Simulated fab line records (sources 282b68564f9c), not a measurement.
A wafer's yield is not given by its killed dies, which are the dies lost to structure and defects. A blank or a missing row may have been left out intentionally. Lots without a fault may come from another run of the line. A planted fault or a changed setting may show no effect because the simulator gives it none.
fab line records ; flow ritCmos
[record] lots = 5; wafers = 23
route steps=202 shown SDANNEAL@153 PSD@157 PLDD@159 CONTACT@173 M1@190
startH: hours from the record's first day to the start of the lot's first wafer shown ; waitH: hours from the lot's prior step to this one ; " unchanged from the row above ; L1.1+2: one row covering several wafers at once ; - no value, or no start was given ; * or withheld: withheld ; < > ~ a bound
route shown NAME@n: a module of which the file shows steps, and the number in the route of the first ; usual: average and standard deviation across the fault-free wafers ; same: alike in all rows ; chamber/n: place in a boat ; sites: the reading at each site ; _std_site: how widely they spread, as a standard deviation ; _edge_site: the outer-site mean with the inner-site mean subtracted ; radiusMm: how far each site lies from the wafer's centre ; mask NAME#n: copy n ; behind: the tool/chamber that last shaped the wafer ; hold: the reason the lot was held/the length of the hold in hours/how it ended ; device: which transistor (n, p or np) failed to switch ; end of line: at the end of the route, the tests of the same wafers ; for a step that has no rows: nothing shown but its recipe ; killed: count of dies lost to structure and defects at first sort (not the wafer's yield) ; map: a wafer's dies, marking killed ones x, the rest . and places with no die _
set.NAME: the setting as run; set.NAME@STEP: as run at that earlier step ; model.NAME: the simulator's own value behind a step, which no gauge read
lots with deliberately changed settings; one table per step, one row per wafer
[[steps]]
[step RIT_SDANNEAL_CLEAN_00]
[recipe] chemistry = SC1; mix = 3:3:50; timeS = 600; tempC = 75
lot.wafer;tool;chamber;startH;waitH;set.tempC;model.Si3N4_of_SPACER_CVD_03.thkNm
L074.1;-;-;-;0.1;73.86;173.9
L074.2;-;-;-;0.1;73.86;174.1
L074.4;-;-;-;0.1;73.86;176
L074.5;-;-;-;0.1;73.86;173.7
L074.6;-;-;-;0.1;73.86;173.2
L077.2+5;wetBench-01;1;76.69;0.0;75;194.7
L077.4;wetBench-01;1;76.69;0.0;75;194.8
L079.1;-;-;-;0.1;77.51;265.1
L079.3;-;-;-;0.1;77.51;269.2
L079.4;-;-;-;0.1;77.51;264.7
L079.5;-;-;-;0.1;77.51;265.6
L079.6;-;-;-;0.1;77.51;266
L081.1;-;-;-;0.1;71.34;129.8
L081.2;-;-;-;0.1;71.34;127.2
L081.3;-;-;-;0.1;71.34;128.7
L081.4;-;-;-;0.1;71.34;128.5
L081.6;-;-;-;0.1;71.34;129.7
L080.1;-;-;-;0.1;76.02;196.2
L080.2;-;-;-;0.1;76.02;194
L080.3;-;-;-;0.1;76.02;196
L080.4;-;-;-;0.1;76.02;194.9
L080.5;-;-;-;0.1;76.02;192.9
[step RIT_SDANNEAL_RTA_03]
[recipe] tempC = 1050; timeS = 5; idleTempC = 600; rampUpCPerS = 342; rampDownCPerS = 171; coolToC = 600; ambient = N2
lot.wafer;tool;chamber;startH;waitH;set.timeS
L074.1+2+6;rtpAnneal-02;0;53.37;0.0;5
L074.4+5;rtpAnneal-02;0;53.37;0.0;4.604
L077.2+4+5;rtpAnneal-01;0;77.07;0.0;5
L079.1+3+6;rtpAnneal-01;0;91.52;0.0;5.265
L079.4+5;rtpAnneal-01;0;91.52;0.0;5
L081.1+6;rtpAnneal-02;0;96.17;0.0;5
L081.2+3+4;rtpAnneal-02;0;96.17;0.0;4.515
L080.1+5;rtpAnneal-01;0;97.36;0.0;5
L080.2+3+4;rtpAnneal-01;0;97.36;0.0;4.467
[step RIT_SDANNEAL_RS_MEAS_04]
[recipe] thkMeasGauge = four-point-probe
[usual] PSD_RS = 115.7/0.34
lot.wafer;tool;chamber;startH;waitH;set.timeS@SDANNEAL_RTA_03;PSD_RS[ohm/sq]
L074.1;filmMetro-02;-;53.42;0.0;5;116.0
L074.2;filmMetro-02;-;53.42;0.0;5;115.6
L074.4;filmMetro-02;-;53.42;0.0;4.604;116.7
L074.5;filmMetro-02;-;53.42;0.0;4.604;116.9
L074.6;filmMetro-02;-;53.42;0.0;5;115.9
L077.2;filmMetro-01;-;77.13;0.1;5;115.7
L077.4;filmMetro-01;-;77.13;0.1;5;115.7
L077.5;filmMetro-01;-;77.13;0.1;5;115.8
L079.1;filmMetro-03;-;91.58;0.0;5.265;114.7
L079.3;filmMetro-03;-;91.58;0.0;5.265;114.7
L079.4;filmMetro-03;-;91.58;0.0;5;115.8
L079.5;filmMetro-03;-;91.58;0.0;5;115.5
L079.6;filmMetro-03;-;91.58;0.0;5.265;114.6
L081.1;filmMetro-03;-;96.23;0.0;5;115.3
L081.2;filmMetro-03;-;96.23;0.0;4.515;117.2
L081.3;filmMetro-03;-;96.23;0.0;4.515;117.0
L081.4;filmMetro-03;-;96.23;0.0;4.515;116.8
L081.6;filmMetro-03;-;96.23;0.0;5;115.8
L080.1;filmMetro-02;-;97.42;0.0;5;115.6
L080.2;filmMetro-02;-;97.42;0.0;4.467;117.6
L080.3;filmMetro-02;-;97.42;0.0;4.467;117.5
L080.4;filmMetro-02;-;97.42;0.0;4.467;117.5
L080.5;filmMetro-02;-;97.42;0.0;5;116.0
[step RIT_SDANNEAL_RS_MEAS_06]
[recipe] thkMeasGauge = four-point-probe
[usual] PLDD_RS = 178.8/0.5
lot.wafer;tool;chamber;startH;waitH;set.timeS@SDANNEAL_RTA_03;PLDD_RS[ohm/sq]
L074.1;filmMetro-02;-;53.66;0.1;5;179.1
L074.2;filmMetro-02;-;53.66;0.1;5;179.1
L074.4;filmMetro-02;-;53.66;0.1;4.604;180.4
L074.5;filmMetro-02;-;53.66;0.1;4.604;180.4
L074.6;filmMetro-02;-;53.66;0.1;5;178.6
L077.2;filmMetro-01;-;77.37;0.1;5;178.9
L077.4;filmMetro-01;-;77.37;0.1;5;178.4
L077.5;filmMetro-01;-;77.37;0.1;5;179.1
L079.1;filmMetro-03;-;91.82;0.1;5.265;177.6
L079.3;filmMetro-03;-;91.82;0.1;5.265;177.7
L079.4;filmMetro-03;-;91.82;0.1;5;178.9
L079.5;filmMetro-03;-;91.82;0.1;5;178.9
L079.6;filmMetro-03;-;91.82;0.1;5.265;177.7
L081.1;filmMetro-03;-;96.47;0.1;5;178.7
L081.2;filmMetro-03;-;96.47;0.1;4.515;180.0
L081.3;filmMetro-03;-;96.47;0.1;4.515;179.9
L081.4;filmMetro-03;-;96.47;0.1;4.515;180.1
L081.6;filmMetro-03;-;96.47;0.1;5;178.7
L080.1;filmMetro-02;-;97.66;0.1;5;179.0
L080.2;filmMetro-02;-;97.66;0.1;4.467;180.8
L080.3;filmMetro-02;-;97.66;0.1;4.467;180.6
L080.4;filmMetro-02;-;97.66;0.1;4.467;180.8
L080.5;filmMetro-02;-;97.66;0.1;5;178.7
[step RIT_CONTACT_EXPOSE_05]
[recipe] maskId = M11; na = 0.6; sourceShape = conventional; sigmaOuter = 0.5; targetCdNm = 1000; doseMj = 250
lot.wafer;tool;chamber;startH;waitH;mask;set.doseMj
L074.1+4+6;ilineStepper-02;0;54.99;0.1;M11#0;260.8
L074.2+5;ilineStepper-02;0;54.99;0.1;M11#0;250
L077.2+4+5;ilineStepper-01;0;78.86;0.2;M11#0;250
L079.1+4+6;ilineStepper-01;0;93.14;0.1;M11#0;250
L079.3+5;ilineStepper-01;0;93.14;0.1;M11#0;256.2
L081.1+4;ilineStepper-02;0;97.91;0.2;M11#0;250
L081.2+3+6;ilineStepper-02;0;97.91;0.2;M11#0;268.2
L080.1+3+5;ilineStepper-01;0;99.10;0.2;M11#0;239.6
L080.2+4;ilineStepper-01;0;99.10;0.2;M11#0;250
[step RIT_CONTACT_PEB_06]
[recipe] resist = NOVOLAK; tempC = withheld; timeS = withheld
[step RIT_CONTACT_DEVELOP_07]
[recipe] resist = NOVOLAK; developTimeS = 120; devTempC = 23
[step RIT_CONTACT_CD_MEAS_08]
[recipe] targetCdNm = 1000
[usual] cdNm = 1000.3/1.8
lot.wafer;tool;chamber;startH;waitH;set.doseMj@CONTACT_EXPOSE_05;cdNm
L074.1;cdSem-01;-;55.51;-;260.8;1009.6
L074.2;cdSem-01;-;55.51;-;250;998.0
L074.4;cdSem-01;-;55.51;-;260.8;1009.7
L074.5;cdSem-01;-;55.51;-;250;996.8
L074.6;cdSem-01;-;55.51;-;260.8;1011.2
L077.2;cdSem-01;-;79.52;-;250;1000.7
L077.4;cdSem-01;-;79.52;-;250;1001.9
L077.5;cdSem-01;-;79.52;-;250;1001.4
L079.1;cdSem-01;-;93.65;-;250;1002.4
L079.3;cdSem-01;-;93.65;-;256.2;1011.1
L079.4;cdSem-01;-;93.65;-;250;1001.8
L079.5;cdSem-01;-;93.65;-;256.2;1009.3
L079.6;cdSem-01;-;93.65;-;250;1000.6
L081.1;cdSem-01;-;98.43;-;250;1000.8
L081.2;cdSem-01;-;98.43;-;268.2;1022.4
L081.3;cdSem-01;-;98.43;-;268.2;1020.6
L081.4;cdSem-01;-;98.43;-;250;1001.0
L081.6;cdSem-01;-;98.43;-;268.2;1021.2
L080.1;cdSem-02;-;99.62;-;239.6;989.5
L080.2;cdSem-02;-;99.62;-;250;1003.2
L080.3;cdSem-02;-;99.62;-;239.6;991.3
L080.4;cdSem-02;-;99.62;-;250;1000.0
L080.5;cdSem-02;-;99.62;-;239.6;990.6
[step RIT_CONTACT_HARDBAKE_10]
[recipe] resist = NOVOLAK; tempC = 140; timeS = 60
[step RIT_CONTACT_ETCH_11]
[recipe] targetDepthA = 4800; overEtchFrac = 0.2; stopOn = TiSi2; chemistry = CHF3/CF4/Ar; target = SiO2; CHF3_flow_sccm = 50; cf4FlowSccm = 10; Ar_flow_sccm = 100; O2_flow_sccm = 5; pressureMtorr = 100; rfW = 200; timeS = 320
lot.wafer;tool;chamber;startH;waitH;set.doseMj@CONTACT_EXPOSE_05;model.CONTACT.cdNm
L074.1+6;rieDiel-03;0;55.81;0.1;260.8;-
L074.2;rieDiel-03;1;55.81;0.1;250;997.9
L074.4;rieDiel-03;2;55.81;0.1;260.8;1010
L074.5;rieDiel-03;3;55.81;0.1;250;996.7
L077.2;rieDiel-02;0;79.80;0.1;250;1000
L077.4;rieDiel-02;3;79.80;0.1;250;1002
L077.5;rieDiel-02;0;79.80;0.1;250;1001
L079.1+4;rieDiel-04;3,2;93.96;0.1;250;1002
L079.3;rieDiel-04;0;93.96;0.1;256.2;1011
L079.5;rieDiel-04;3;93.96;0.1;256.2;1009
L079.6;rieDiel-04;2;93.96;0.1;250;1001
L081.1;rieDiel-04;2;98.73;0.1;250;-
L081.2;rieDiel-04;1;98.73;0.1;268.2;1022
L081.3;rieDiel-04;3;98.73;0.1;268.2;1020
L081.4;rieDiel-04;0;98.73;0.1;250;1001
L081.6;rieDiel-04;0;98.73;0.1;268.2;1021
L080.1;rieDiel-04;0;99.92;0.1;239.6;989.2
L080.2;rieDiel-04;2;99.92;0.1;250;1003
L080.3;rieDiel-04;1;99.92;0.1;239.6;991
L080.4;rieDiel-04;3;99.92;0.1;250;1000
L080.5;rieDiel-04;2;99.92;0.1;239.6;990.2
[step RIT_CONTACT_STRIP_12]
[recipe] chemistry = O2; timeS = 180; resist = NOVOLAK; platenTempC = withheld; powerW = 500; pressureMtorr = 4000; o2FlowSccm = 4000
lot.wafer;tool;chamber;startH;waitH;set.timeS
L074.1+5+6;plasmaAsher-03;0,0,1;56.01;0.1;180
L074.2+4;plasmaAsher-03;1,0;56.01;0.1;200.2
L077.2+4+5;plasmaAsher-01;0,0,1;80.00;0.1;180
L079.1+5;plasmaAsher-02;0;94.15;0.1;180
L079.3+4+6;plasmaAsher-02;1,0,1;94.15;0.1;168
L081.1+2+4;plasmaAsher-02;0,1,0;98.93;0.1;180
L081.3+6;plasmaAsher-02;1;98.93;0.1;199.1
L080.1+2+5;plasmaAsher-01;0,1,1;100.12;0.1;180
L080.3+4;plasmaAsher-01;1,0;100.12;0.1;163.7
[step RIT_CONTACT_CD_MEAS_90]
[recipe] targetCdNm = 1000
[usual] cdNm = 1000.2/1.8
lot.wafer;tool;chamber;startH;waitH;set.doseMj@CONTACT_EXPOSE_05;cdNm
L074.1;cdSem-02;-;56.18;0.1;260.8;1009.4
L074.2;cdSem-02;-;56.18;0.1;250;997.7
L074.4;cdSem-02;-;56.18;0.1;260.8;1009.6
L074.5;cdSem-02;-;56.18;0.1;250;996.7
L074.6;cdSem-02;-;56.18;0.1;260.8;1011.0
L077.2;cdSem-02;-;80.19;0.1;250;1000.4
L077.4;cdSem-02;-;80.19;0.1;250;1001.9
L077.5;cdSem-02;-;80.19;0.1;250;1001.1
L079.1;cdSem-02;-;94.33;0.1;250;1002.3
L079.3;cdSem-02;-;94.33;0.1;256.2;1010.5
L079.4;cdSem-02;-;94.33;0.1;250;1001.8
L079.5;cdSem-02;-;94.33;0.1;256.2;1009.1
L079.6;cdSem-02;-;94.33;0.1;250;1000.9
L081.1;cdSem-02;-;99.10;0.1;250;1000.7
L081.2;cdSem-02;-;99.10;0.1;268.2;1022.3
L081.3;cdSem-02;-;99.10;0.1;268.2;1020.4
L081.4;cdSem-02;-;99.10;0.1;250;1001.1
L081.6;cdSem-02;-;99.10;0.1;268.2;1021.1
L080.1;cdSem-02;-;100.29;0.1;239.6;989.2
L080.2;cdSem-02;-;100.29;0.1;250;1003.4
L080.3;cdSem-02;-;100.29;0.1;239.6;991.4
L080.4;cdSem-02;-;100.29;0.1;250;1000.0
L080.5;cdSem-02;-;100.29;0.1;239.6;990.3
[step RIT_M1_EXPOSE_06]
[recipe] maskId = M12; na = 0.6; sourceShape = conventional; sigmaOuter = 0.5; targetCdNm = 2600; doseMj = 250
lot.wafer;tool;chamber;startH;waitH;mask;set.doseMj
L074.1+2;ilineStepper-01;0;57.75;0.2;M12#0;266.4
L074.4+5+6;ilineStepper-01;0;57.75;0.2;M12#0;250
L077.2+4+5;ilineStepper-01;0;81.71;0.2;M12#0;250
L079.1+3+4+5+6;ilineStepper-01;0;96.23;0.2;M12#0;250
L081.1+2+3+4+6;ilineStepper-01;0;100.74;0.2;M12#0;250
L080.1+3;ilineStepper-01;0;101.86;0.1;M12#0;250
L080.2+4+5;ilineStepper-01;0;101.86;0.1;M12#0;264.3
[step RIT_M1_PEB_07]
[recipe] resist = NOVOLAK; tempC = withheld; timeS = withheld
[step RIT_M1_DEVELOP_08]
[recipe] resist = NOVOLAK; developTimeS = 68; devTempC = 23
[step RIT_M1_CD_MEAS_09]
[recipe] targetCdNm = 2600
[usual] cdNm = 2600.4/2
lot.wafer;tool;chamber;startH;waitH;set.doseMj@M1_EXPOSE_06;cdNm
L074.1;cdSem-01;-;58.18;-;266.4;2586.1
L074.2;cdSem-01;-;58.18;-;266.4;2583.8
L074.4;cdSem-01;-;58.18;-;250;2600.4
L074.5;cdSem-01;-;58.18;-;250;2602.3
L074.6;cdSem-01;-;58.18;-;250;2604.0
L077.2;cdSem-01;-;82.14;-;250;2598.6
L077.4;cdSem-01;-;82.14;-;250;2597.2
L077.5;cdSem-01;-;82.14;-;250;2596.9
L079.1;cdSem-02;-;96.66;-;250;2599.1
L079.3;cdSem-02;-;96.66;-;250;2599.6
L079.4;cdSem-02;-;96.66;-;250;2599.1
L079.5;cdSem-02;-;96.66;-;250;2599.0
L079.6;cdSem-02;-;96.66;-;250;2598.3
L081.1;cdSem-02;-;101.33;-;250;2599.5
L081.2;cdSem-02;-;101.33;-;250;2600.5
L081.3;cdSem-02;-;101.33;-;250;2599.7
L081.4;cdSem-02;-;101.33;-;250;2600.9
L081.6;cdSem-02;-;101.33;-;250;2599.1
L080.1;cdSem-01;-;102.29;-;250;2599.8
L080.2;cdSem-01;-;102.29;-;264.3;2584.8
L080.3;cdSem-01;-;102.29;-;250;2598.4
L080.4;cdSem-01;-;102.29;-;264.3;2583.7
L080.5;cdSem-01;-;102.29;-;264.3;2583.8
[step RIT_M1_METAL_ETCH_12]
[recipe] stopOn = SiO2; chemistry = Cl2/BCl3; target = Al; timeS = 165; overEtchFrac = 0.5; pressureMtorr = 100; targetDepthA = 6000; rfW = 250; Cl2_flow_sccm = 60; bcl3FlowSccm = 50
lot.wafer;tool;chamber;startH;waitH;set.rfW;set.doseMj@M1_EXPOSE_06;model.NOVOLAK_of_M1_COAT_04.thkNm;model.M1.cdNm
L074.1;rieMetal-02;0;58.59;0.2;250;266.4;819.2;2584
L074.2;rieMetal-02;1;58.59;0.2;250;266.4;824;2582
L074.4;rieMetal-02;0;58.59;0.2;250;250;815.8;2599
L074.5;rieMetal-02;0;58.59;0.2;250;250;814.2;2601
L074.6;rieMetal-02;1;58.59;0.2;250;250;819.2;2602
L077.2;rieMetal-02;0;82.53;0.2;250;250;806.1;2596
L077.4;rieMetal-02;0;82.53;0.2;250;250;801.3;2593
L077.5;rieMetal-02;1;82.53;0.2;250;250;802.5;2595
L079.1;rieMetal-04;0;97.07;0.2;234.4;250;825.5;2604
L079.3;rieMetal-04;1;97.07;0.2;234.4;250;821.1;2604
L079.4;rieMetal-04;0;97.07;0.2;250;250;804.8;2601
L079.5;rieMetal-04;0;97.07;0.2;234.4;250;825.2;2603
L079.6;rieMetal-04;1;97.07;0.2;250;250;806.3;2599
L081.1;rieMetal-02;0;101.74;0.2;250;250;806.7;2598
L081.2;rieMetal-02;1;101.74;0.2;250;250;814.2;2600
L081.3;rieMetal-02;1;101.74;0.2;250;250;810.8;2599
L081.4;rieMetal-02;0;101.74;0.2;231.1;250;833.2;2601
L081.6;rieMetal-02;0;101.74;0.2;231.1;250;833.4;2601
L080.1;rieMetal-03;0;102.84;0.2;230.7;250;836.4;2607
L080.2;rieMetal-03;1;102.84;0.2;230.7;264.3;839.7;2588
L080.3;rieMetal-03;0;102.84;0.2;230.7;250;835.8;2605
L080.4;rieMetal-03;1;102.84;0.2;250;264.3;816.6;2584
L080.5;rieMetal-03;0;102.84;0.2;250;264.3;810.1;2587
[step RIT_M1_STRIP_13]
[recipe] chemistry = nmp; resist = NOVOLAK; tempC = 80; timeS = 600; dry = n2Spin
[step RIT_M1_STRIP_14]
[recipe] chemistry = O2; timeS = 180; platenTempC = withheld; powerW = 500; pressureMtorr = 4000; o2FlowSccm = 4000
[step RIT_M1_CD_MEAS_90]
[recipe] targetCdNm = 2600
[usual] cdNm = 2601/3
lot.wafer;tool;chamber;startH;waitH;set.doseMj@M1_EXPOSE_06;cdNm
L074.1;cdSem-02;-;59.16;0.1;266.4;2584
L074.2;cdSem-02;-;59.16;0.1;266.4;2583
L074.4;cdSem-02;-;59.16;0.1;250;2598
L074.5;cdSem-02;-;59.16;0.1;250;2601
L074.6;cdSem-02;-;59.16;0.1;250;2602
L077.2;cdSem-01;-;83.08;0.1;250;2596
L077.4;cdSem-01;-;83.08;0.1;250;2593
L077.5;cdSem-01;-;83.08;0.1;250;2595
L079.1;cdSem-02;-;97.63;0.1;250;2604
L079.3;cdSem-02;-;97.63;0.1;250;2603
L079.4;cdSem-02;-;97.63;0.1;250;2601
L079.5;cdSem-02;-;97.63;0.1;250;2603
L079.6;cdSem-02;-;97.63;0.1;250;2599
L081.1;cdSem-02;-;102.25;0.1;250;2598
L081.2;cdSem-02;-;102.25;0.1;250;2600
L081.3;cdSem-02;-;102.25;0.1;250;2598
L081.4;cdSem-02;-;102.25;0.1;250;2601
L081.6;cdSem-02;-;102.25;0.1;250;2601
L080.1;cdSem-02;-;103.53;0.1;250;2607
L080.2;cdSem-02;-;103.53;0.1;264.3;2589
L080.3;cdSem-02;-;103.53;0.1;250;2605
L080.4;cdSem-02;-;103.53;0.1;264.3;2584
L080.5;cdSem-02;-;103.53;0.1;264.3;2588
[step RIT_M1_PROBE_99]
[usual] killed_at_M0_to_M3 = 0.0/0.12; killedAtContacts = 0.1/0.25; killedAtFrontEnd = 7/3.1; killedDies = 7/3.2; killedOpen = 3.8/2; killedShort = 3.5/2.2
[same] grossDies = 264; killed_at_M4_up = 0; killedAtBackSide = 0; killedAtOther = 0
lot.wafer;tool;chamber;startH;waitH;set.tempC@SDANNEAL_CLEAN_00;killed_at_M0_to_M3;killedAtContacts;killedAtFrontEnd;killedDies;killedOpen;killedShort;model.etest.nmos_0p3.rOnOhmUm;model.etest.pmos_0p3.rOnOhmUm
L074.1;prober-01;-;62.01;0.1;73.86;0;0;3;3;3;0;2312;6714
L074.2;prober-01;-;62.06;0.1;73.86;0;0;6;6;4;2;2270;6630
L074.4;prober-01;-;62.16;0.2;73.86;0;0;8;8;2;6;2228;6679
L074.5;prober-01;-;62.21;0.2;73.86;0;1;5;6;4;2;2282;6794
L074.6;prober-01;-;62.26;0.2;73.86;0;0;6;6;4;2;2306;6676
L077.2;prober-02;-;84.85;0.1;75;0;0;2;2;0;2;2140;6245
L077.4;prober-02;-;84.95;0.2;75;0;0;2;2;2;0;2108;6094
L077.5;prober-02;-;85.00;0.2;75;0;0;7;7;4;3;2118;6089
L079.1;prober-02;-;99.37;0.1;77.51;0;0;259;259;3;7;-;-
L079.3;prober-02;-;99.47;0.2;77.51;0;0;264;264;3;7;-;-
L079.4;prober-02;-;99.52;0.2;77.51;0;0;263;263;5;3;-;-
L079.5;prober-02;-;99.57;0.2;77.51;0;0;264;264;1;2;-;-
L079.6;prober-02;-;99.62;0.2;77.51;0;0;261;261;2;1;-;-
L081.1;prober-01;-;103.99;0.1;71.34;1;1;15;17;8;9;-;-
L081.2;prober-01;-;104.04;0.1;71.34;0;0;7;7;5;2;-;-
L081.3;prober-01;-;104.09;0.2;71.34;0;0;15;15;10;5;-;-
L081.4;prober-01;-;104.14;0.2;71.34;0;0;6;6;5;1;-;-
L081.6;prober-01;-;104.24;0.2;71.34;0;0;9;9;6;3;-;-
L080.1;prober-02;-;105.49;0.1;76.02;0;0;9;9;3;6;2019;5730
L080.2;prober-02;-;105.54;0.1;76.02;0;0;12;12;5;7;2034;5816
L080.3;prober-02;-;105.59;0.2;76.02;0;1;7;8;3;5;2016;5793
L080.4;prober-02;-;105.64;0.2;76.02;0;0;7;7;1;6;2034;5898
L080.5;prober-02;-;105.69;0.2;76.02;0;0;12;12;6;6;2010;5738
// killed by level:class
L074.1 FOX1:geometricParticle:open=2 GATE:geometricParticle:open=1
L074.2 FOX2:geometricParticle:open=1 REOX:geometricParticle:open=1 REOX:geometricParticle:short=1 SPACER:geometricParticle:open=1 SPACER:geometricParticle:short=1 SILICIDE:geometricParticle:open=1
L074.4 GATE:geometricParticle:short=3 FOX1:geometricParticle:short=1 FOX1:geometricParticle:open=1 SPACER:geometricParticle:short=1 SPACER:geometricParticle:open=1 SILICIDE:geometricParticle:short=1
L074.5 GATE:geometricParticle:open=2 GATE:geometricParticle:short=1 REOX:geometricParticle:short=1 SPACER:geometricParticle:open=1 CONTACT:geometricParticle:open=1
L074.6 GATE:geometricParticle:short=2 FOX1:geometricParticle:open=1 FOX2:geometricParticle:open=1 GATE:geometricParticle:open=1 SILICIDE:geometricParticle:open=1
L077.2 FOX1:geometricParticle:short=1 SILICIDE:geometricParticle:short=1
L077.4 SPACER:geometricParticle:open=2
L077.5 REOX:geometricParticle:short=2 FOX1:geometricParticle:open=1 GATE:geometricParticle:open=1 SPACER:geometricParticle:open=1 SILICIDE:geometricParticle:short=1 SILICIDE:geometricParticle:open=1
L079.1 SPACER:areaEtchback=249 REOX:geometricParticle:short=3 SPACER:geometricParticle:open=2 FOX1:geometricParticle:short=1 GATE:geometricParticle:short=1 SPACER:geometricParticle:short=1 SILICIDE:geometricParticle:short=1 SILICIDE:geometricParticle:open=1
L079.3 SPACER:areaEtchback=254 GATE:geometricParticle:open=2 GATE:geometricParticle:short=2 SPACER:geometricParticle:short=2 SILICIDE:geometricParticle:short=2 FOX1:geometricParticle:short=1 SILICIDE:geometricParticle:open=1
L079.4 SPACER:areaEtchback=255 GATE:geometricParticle:open=3 GATE:geometricParticle:short=2 FOX1:geometricParticle:short=1 SPACER:geometricParticle:open=1 SILICIDE:geometricParticle:open=1
L079.5 SPACER:areaEtchback=261 SPACER:geometricParticle:short=1 SILICIDE:geometricParticle:short=1 SILICIDE:geometricParticle:open=1
L079.6 SPACER:areaEtchback=258 GATE:geometricParticle:short=1 GATE:geometricParticle:open=1 SPACER:geometricParticle:open=1
L081.1 GATE:geometricParticle:open=6 SILICIDE:geometricParticle:short=3 GATE:geometricParticle:short=2 REOX:geometricParticle:short=2 FOX2:geometricParticle:open=1 SPACER:geometricParticle:short=1 CONTACT:geometricParticle:open=1 M1:geometricParticle:short=1
L081.2 GATE:geometricParticle:open=5 GATE:geometricParticle:short=1 SPACER:geometricParticle:short=1
L081.3 GATE:geometricParticle:open=7 GATE:geometricParticle:short=3 FOX1:geometricParticle:open=2 FOX1:geometricParticle:short=1 FOX2:geometricParticle:short=1 SILICIDE:geometricParticle:open=1
L081.4 REOX:geometricParticle:open=2 FOX2:geometricParticle:open=1 GATE:geometricParticle:short=1 GATE:geometricParticle:open=1 SILICIDE:geometricParticle:open=1
L081.6 GATE:geometricParticle:open=4 GATE:geometricParticle:short=3 FOX1:geometricParticle:open=1 REOX:geometricParticle:open=1
L080.1 FOX2:geometricParticle:short=3 SILICIDE:geometricParticle:short=2 GATE:geometricParticle:open=1 GATE:geometricParticle:short=1 SPACER:geometricParticle:open=1 SILICIDE:geometricParticle:open=1
L080.2 GATE:geometricParticle:open=3 REOX:geometricParticle:short=3 GATE:geometricParticle:short=2 FOX2:geometricParticle:open=1 SPACER:geometricParticle:short=1 SPACER:geometricParticle:open=1 SILICIDE:geometricParticle:short=1
L080.3 GATE:geometricParticle:short=3 FOX2:geometricParticle:short=1 FOX2:geometricParticle:open=1 SILICIDE:geometricParticle:open=1 SILICIDE:geometricParticle:short=1 CONTACT:geometricParticle:open=1
L080.4 FOX2:geometricParticle:short=2 GATE:geometricParticle:short=2 REOX:geometricParticle:short=2 SPACER:geometricParticle:open=1
L080.5 GATE:geometricParticle:open=3 FOX2:geometricParticle:short=2 GATE:geometricParticle:short=2 FOX2:geometricParticle:open=1 SPACER:geometricParticle:short=1 SPACER:geometricParticle:open=1 SILICIDE:geometricParticle:short=1 SILICIDE:geometricParticle:open=1
[[key]]
[split] step = RIT_SDANNEAL_CLEAN_00; setting = tempC; stated = 75; by = lot
[response] step = RIT_SDANNEAL_CLEAN_00; reading = model.Si3N4_of_SPACER_CVD_03.thkNm; change = +15.2; per = 1%; r = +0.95
[response] step = RIT_M1_PROBE_99; reading = model.etest.pmos_0p3.rOnOhmUm; change = -314; per = 1%; r = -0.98
[response] step = RIT_M1_PROBE_99; reading = model.etest.nmos_0p3.rOnOhmUm; change = -89.5; per = 1%; r = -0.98
[split] step = RIT_SDANNEAL_RTA_03; setting = timeS; stated = 5; by = wafer
[response] step = RIT_SDANNEAL_RS_MEAS_04; reading = PSD_RS; change = -0.152; per = 1%; r = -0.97
[response] step = RIT_SDANNEAL_RS_MEAS_06; reading = PLDD_RS; change = -0.17; per = 1%; r = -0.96
[split] step = RIT_CONTACT_EXPOSE_05; setting = doseMj; stated = 250; by = wafer
[response] step = RIT_CONTACT_CD_MEAS_08; reading = cdNm; change = +2.86; per = 1%; r = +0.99
[response] step = RIT_CONTACT_ETCH_11; reading = model.CONTACT.cdNm; change = +2.84; per = 1%; r = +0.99
[response] step = RIT_CONTACT_CD_MEAS_90; reading = cdNm; change = +2.85; per = 1%; r = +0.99
[split] step = RIT_CONTACT_STRIP_12; setting = timeS; stated = 180; by = wafer
response none clear
[split] step = RIT_M1_EXPOSE_06; setting = doseMj; stated = 250; by = wafer
[response] step = RIT_M1_CD_MEAS_09; reading = cdNm; change = -2.63; per = 1%; r = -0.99
[response] step = RIT_M1_METAL_ETCH_12; reading = model.M1.cdNm; change = -2.98; per = 1%; r = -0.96
[response] step = RIT_M1_CD_MEAS_90; reading = cdNm; change = -2.9; per = 1%; r = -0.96
[split] step = RIT_M1_METAL_ETCH_12; setting = rfW; stated = 250; by = wafer
[response] step = RIT_M1_METAL_ETCH_12; reading = model.NOVOLAK_of_M1_COAT_04.thkNm; change = -3.03; per = 1%; r = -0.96
